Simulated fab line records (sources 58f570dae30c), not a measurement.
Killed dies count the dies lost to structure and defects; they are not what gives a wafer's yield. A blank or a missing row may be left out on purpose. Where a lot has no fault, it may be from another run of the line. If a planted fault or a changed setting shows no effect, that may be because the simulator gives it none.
Problem report, 8D (eight disciplines) form, completed by code / flow berkeleyCmos170 / the parts of the form that need people (team, actions taken, sign-off) are left out

1. WHAT IS WRONG
Across 6 wafers from 2 lots, NLDD_TW at UCB170_NLDD_TW_MEAS_11 averages 2136, while fault-free wafers read 2211 with a standard deviation of 15. Relative to the usual mean, that is a shift of -5.0 standard deviations.
Earliest sighting: wafer L589.2 on filmMetro-02 at day 9 03:51. The record has a number at this step for 42 wafers belonging to 14 lots. The rule behind "out" and "out of limits": a value lying over 4 standard deviations away from the usual mean. The rest of the wafers with a number are treated as sound.

2. WHAT IT IS, WHAT IT ISN'T
question=which readings at this step | is=NLDD_TW | is not=-
question=which lots | is=L589, L590 | is not=L576, L578, L580, L581, L582, L584, L591, L592, L594, L595, L597, L598
question=which wafers of those lots | is=all that have a number | is not=-
question=read on which gauges | is=filmMetro-02, filmMetro-03 | is not=filmMetro-01
question=when | is=from day 9 03:51 | is not=up to then (18 sound wafers); but 18 sound wafers of L591, L592, L594, L595, L597, L598 came after

3. WHAT RULES OUT EACH SUSPECT
Counting: any tool at a process step up to the reading is kept as a suspect provided that every lot that is out went through it and no sound lot did after the first of them.
- the gauge at UCB170_NLDD_TW_MEAS_11 is ruled out. Those wafers that are out were read across 2 gauges (filmMetro-02, filmMetro-03).
- implanter-01 at UCB170_NLDD_IMPLANT_09: kept. It processed each lot that is out, first L589 at day 9 03:37, and no sound lot thereafter; up to then, the last sound lot it processed was L584 at day 8 05:45. Out on those wafers are its own readings of beamEnergyKeV.
The count leaves implanter-01 at UCB170_NLDD_IMPLANT_09.

4. THE CAUSE (what the simulator had put in)
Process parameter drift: implanter-01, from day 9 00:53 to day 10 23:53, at UCB170_NLDD_IMPLANT_09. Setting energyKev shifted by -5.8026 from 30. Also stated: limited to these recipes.
The count eliminated every tool but this one.

5. THE EFFECT CHAIN, in route order
Rows list readings where the struck wafers' mean (over those with a number) sits beyond 3 standard deviations from the usual. Only readings whose record carries a usual standard deviation are examined. hours: median over the lots of the time between each lot's start at the first step of this table that gives one and its start at this step. sigmas: the change, counted in usual standard deviations.
hours=0; step=UCB170_NLDD_IMPLANT_09; reading=beamEnergyKeV; usual=30.002; on struck wafers=24.199; change=-5.803; sigmas=-99 or more
hours=0; step=UCB170_NLDD_TW_MEAS_11; reading=NLDD_TW; usual=2211; on struck wafers=2136; change=-75; sigmas=-5.0
hours=12; step=UCB170_SDANNEAL_RS_MEAS_05; reading=NLDD_RS; usual=615.9 ohm/sq; on struck wafers=606.5; change=-9.4; sigmas=-5.9
Here are the process steps it includes:
- UCB170_NLDD_IMPLANT_09
Later steps that measure or inspect, where all struck wafers having a row at the step show a number for every such reading and not one has moved that far: UCB170_V2_THK_MEAS_04.

6. HOW IT WOULD HAVE BEEN CAUGHT EARLIER
3 hours passed between the start of the fault at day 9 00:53 and the first reading out of limits at a measuring or inspecting step in this record, taken at day 9 03:51.
The tool's own readings at UCB170_NLDD_IMPLANT_09 were out on every struck wafer that the step has a row for (beamEnergyKeV): an alarm limit on them would have fired on the first of those.
Lots out: 2; of these, L590 started UCB170_NLDD_IMPLANT_09 on implanter-01 after day 9 03:51. A tool hold placed at that time would have kept it from harm.
